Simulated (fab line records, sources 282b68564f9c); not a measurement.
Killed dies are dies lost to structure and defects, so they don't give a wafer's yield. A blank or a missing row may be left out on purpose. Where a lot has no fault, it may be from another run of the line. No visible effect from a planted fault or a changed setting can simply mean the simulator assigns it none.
Which tool was responsible? / flow ritCmos / 14 lots, 42 wafers sampled, at 4 steps of a route of 202

## WHAT EACH GAUGE READ, for each wafer
RIT_ACTIVE_CD_MEAS_90: target cd 1400 nm.
lot=L401; measured=day 1 20:50; on=cdSem-02; cdNm (nm)=1397.2 1399.6 1400.7
lot=L402; measured=day 2 01:50; on=cdSem-02; cdNm (nm)=1397.8 1402.8 1402.3
lot=L403; measured=day 2 06:48; on=cdSem-01; cdNm (nm)=1403.6 1403.4 1402.4
lot=L405; measured=day 2 17:02; on=cdSem-01; cdNm (nm)=1400.2 1396.4 1397.0
lot=L406; measured=day 3 04:43; on=cdSem-02; cdNm (nm)=1399.9 1399.1 1398.7
lot=L407; measured=day 3 04:47; on=cdSem-01; cdNm (nm)=1400.1 1401.6 1399.0
lot=L413; measured=day 4 08:04; on=cdSem-02; cdNm (nm)=1402.3 1396.7 1400.6
lot=L414; measured=day 4 14:07; on=cdSem-01; cdNm (nm)=1400.3 1398.9 1399.5
lot=L418; measured=day 5 11:34; on=cdSem-01; cdNm (nm)=1398.8 1398.9 1397.9
lot=L419; measured=day 5 14:02; on=cdSem-01; cdNm (nm)=1399.5 1400.6 1398.6
lot=L420; measured=day 5 19:11; on=cdSem-01; cdNm (nm)=1400.2 1402.3 1401.2
lot=L421; measured=day 6 00:47; on=cdSem-01; cdNm (nm)=1400.9 1402.2 1400.6
lot=L422; measured=day 6 05:44; on=cdSem-02; cdNm (nm)=1398.3 1398.7 1397.9
lot=L423; measured=day 6 10:07; on=cdSem-02; cdNm (nm)=1402.9 1401.7 1402.2

RIT_NSD_TW_MEAS_10.
lot=L401; measured=day 3 10:44; on=filmMetro-04; NSD_TW=3117 3106 3114
lot=L402; measured=day 3 19:34; on=filmMetro-02; NSD_TW=3062 3076 3062
lot=L403; measured=day 3 19:31; on=filmMetro-03; NSD_TW=3125 3121 3111
lot=L405; measured=day 4 01:52; on=filmMetro-03; NSD_TW=3390 3380 3370
lot=L406; measured=day 4 14:04; on=filmMetro-04; NSD_TW=3124 3146 3128
lot=L407; measured=day 4 17:43; on=filmMetro-02; NSD_TW=3339 3344 3367
lot=L413; measured=day 5 19:23; on=filmMetro-02; NSD_TW=3053 3053 3047
lot=L414; measured=day 5 22:06; on=filmMetro-04; NSD_TW=3120 3129 3118
lot=L418; measured=day 6 19:07; on=filmMetro-03; NSD_TW=3129 3135 3129
lot=L419; measured=day 6 23:15; on=filmMetro-04; NSD_TW=3117 3119 3138
lot=L420; measured=day 7 04:17; on=filmMetro-04; NSD_TW=3086 3090 3092
lot=L421; measured=day 7 09:31; on=filmMetro-03; NSD_TW=3100 3102 3107
lot=L422; measured=day 7 14:55; on=filmMetro-02; NSD_TW=3062 3068 3066
lot=L423; measured=day 7 18:39; on=filmMetro-04; NSD_TW=3088 3086 3071

RIT_SDANNEAL_RS_MEAS_05: the measuring method here is four-point-probe.
lot=L401; measured=day 3 13:00; on=filmMetro-02; NSD_RS (ohm/sq)=85.4 85.3 85.1
lot=L402; measured=day 3 22:13; on=filmMetro-04; NSD_RS (ohm/sq)=84.5 84.2 84.2
lot=L403; measured=day 3 21:52; on=filmMetro-03; NSD_RS (ohm/sq)=84.5 84.6 84.3
lot=L405; measured=day 4 04:01; on=filmMetro-02; NSD_RS (ohm/sq)=60.4 60.6 60.4
lot=L406; measured=day 4 16:07; on=filmMetro-02; NSD_RS (ohm/sq)=84.6 84.4 84.6
lot=L407; measured=day 4 19:47; on=filmMetro-02; NSD_RS (ohm/sq)=60.3 60.3 60.1
lot=L413; measured=day 5 21:37; on=filmMetro-03; NSD_RS (ohm/sq)=84.7 84.7 84.9
lot=L414; measured=day 6 00:13; on=filmMetro-02; NSD_RS (ohm/sq)=85.0 85.2 85.1
lot=L418; measured=day 6 21:17; on=filmMetro-02; NSD_RS (ohm/sq)=84.9 84.7 84.6
lot=L419; measured=day 7 01:24; on=filmMetro-02; NSD_RS (ohm/sq)=84.6 84.5 84.6
lot=L420; measured=day 7 06:28; on=filmMetro-04; NSD_RS (ohm/sq)=84.9 85.0 84.8
lot=L421; measured=day 7 11:34; on=filmMetro-03; NSD_RS (ohm/sq)=85.1 85.0 84.7
lot=L422; measured=day 7 16:59; on=filmMetro-02; NSD_RS (ohm/sq)=84.9 84.6 84.8
lot=L423; measured=day 7 20:41; on=filmMetro-02; NSD_RS (ohm/sq)=84.4 84.5 84.4

## WHICH TOOL RAN EACH LOT (tool, then ch and the chambers of the sampled wafers, then the start)
lot=L401; RIT_NSD_IMPLANT_08=implanter-03 ch 0, day 3 10:25
lot=L402; RIT_NSD_IMPLANT_08=implanter-04 ch 0, day 3 19:14
lot=L403; RIT_NSD_IMPLANT_08=implanter-03 ch 0, day 3 19:12
lot=L405; RIT_NSD_IMPLANT_08=implanter-03 ch 0, day 4 01:34
lot=L406; RIT_NSD_IMPLANT_08=implanter-04 ch 0, day 4 13:46
lot=L407; RIT_NSD_IMPLANT_08=implanter-03 ch 0, day 4 17:24
lot=L413; RIT_NSD_IMPLANT_08=implanter-04 ch 0, day 5 19:05
lot=L414; RIT_NSD_IMPLANT_08=implanter-04 ch 0, day 5 21:49
lot=L418; RIT_NSD_IMPLANT_08=implanter-04 ch 0, day 6 18:49
lot=L419; RIT_NSD_IMPLANT_08=implanter-03 ch 0, day 6 22:55
lot=L420; RIT_NSD_IMPLANT_08=implanter-02 ch 0, day 7 03:59
lot=L421; RIT_NSD_IMPLANT_08=implanter-03 ch 0, day 7 09:14
lot=L422; RIT_NSD_IMPLANT_08=implanter-04 ch 0, day 7 14:36
lot=L423; RIT_NSD_IMPLANT_08=implanter-02 ch 0, day 7 18:20
- RIT_NSD_IMPLANT_08

## WHAT THE TOOLS THEMSELVES READ (means of the sampled wafers that have a number; where no wafer has one, the mark that the record gives instead)
RIT_NSD_IMPLANT_08.
lot=L401; tool=implanter-03; doseIonsCm2=1e+15; endStationPressureTorr (Torr)=8.0e-06; faradayCurrentUA=3093
lot=L402; tool=implanter-04; doseIonsCm2=1e+15; endStationPressureTorr (Torr)=8.0e-06; faradayCurrentUA=3155
lot=L403; tool=implanter-03; doseIonsCm2=1e+15; endStationPressureTorr (Torr)=7.4e-06; faradayCurrentUA=3112
lot=L405; tool=implanter-03; doseIonsCm2=2e+15; endStationPressureTorr (Torr)=8.7e-06; faradayCurrentUA=5044
lot=L406; tool=implanter-04; doseIonsCm2=1e+15; endStationPressureTorr (Torr)=7.7e-06; faradayCurrentUA=3144
lot=L407; tool=implanter-03; doseIonsCm2=2e+15; endStationPressureTorr (Torr)=9.6e-06; faradayCurrentUA=4926
lot=L413; tool=implanter-04; doseIonsCm2=1e+15; endStationPressureTorr (Torr)=7.8e-06; faradayCurrentUA=3138
lot=L414; tool=implanter-04; doseIonsCm2=1e+15; endStationPressureTorr (Torr)=8.0e-06; faradayCurrentUA=3053
lot=L418; tool=implanter-04; doseIonsCm2=1e+15; endStationPressureTorr (Torr)=7.6e-06; faradayCurrentUA=3123
lot=L419; tool=implanter-03; doseIonsCm2=1e+15; endStationPressureTorr (Torr)=7.5e-06; faradayCurrentUA=3206
lot=L420; tool=implanter-02; doseIonsCm2=1e+15; endStationPressureTorr (Torr)=7.7e-06; faradayCurrentUA=3110
lot=L421; tool=implanter-03; doseIonsCm2=1e+15; endStationPressureTorr (Torr)=7.4e-06; faradayCurrentUA=3131
lot=L422; tool=implanter-04; doseIonsCm2=1e+15; endStationPressureTorr (Torr)=7.5e-06; faradayCurrentUA=3118
lot=L423; tool=implanter-02; doseIonsCm2=1e+15; endStationPressureTorr (Torr)=7.3e-06; faradayCurrentUA=3163

## THE ANSWER, worked out from the rows above alone
Rule: usual is defined by the lots themselves. Put in order of their means at a reading, lots are off if they are a third of the lots or fewer, leave a main group of 4 or more, and stand apart from it by a gap of 3 or more times the standard deviation of the main group's means; of several such gaps the widest counts. A main group is skipped when, at the precision printed for the reading in the tables above, its means are all equal. A lot without any number at a reading at which 4 lots or more have one is off too. The other lots that the step has rows for count as sound. First the gauges in route order, then the tools' own readings, where a lot's mean is used as printed above. The first step at which some lot is off is used, and at that step the reading that is off furthest; a lot without a number counts as furthest.
Off: L405, L407, seen at RIT_NSD_TW_MEAS_10 (NSD_TW). The main group has a mean of 3100 with a standard deviation of 27.
If a tool, at a process step before that reading, ran all the lots that are off and no sound lot after the first of them, it fits. The gauges at RIT_NSD_TW_MEAS_10 aren't tried: what is off there is off at RIT_NSD_IMPLANT_08 too, on other tools, and a gauge's error can't cause that. Not one of the candidates tried fits.

## WHAT WAS PUT IN BY THE SIMULATOR
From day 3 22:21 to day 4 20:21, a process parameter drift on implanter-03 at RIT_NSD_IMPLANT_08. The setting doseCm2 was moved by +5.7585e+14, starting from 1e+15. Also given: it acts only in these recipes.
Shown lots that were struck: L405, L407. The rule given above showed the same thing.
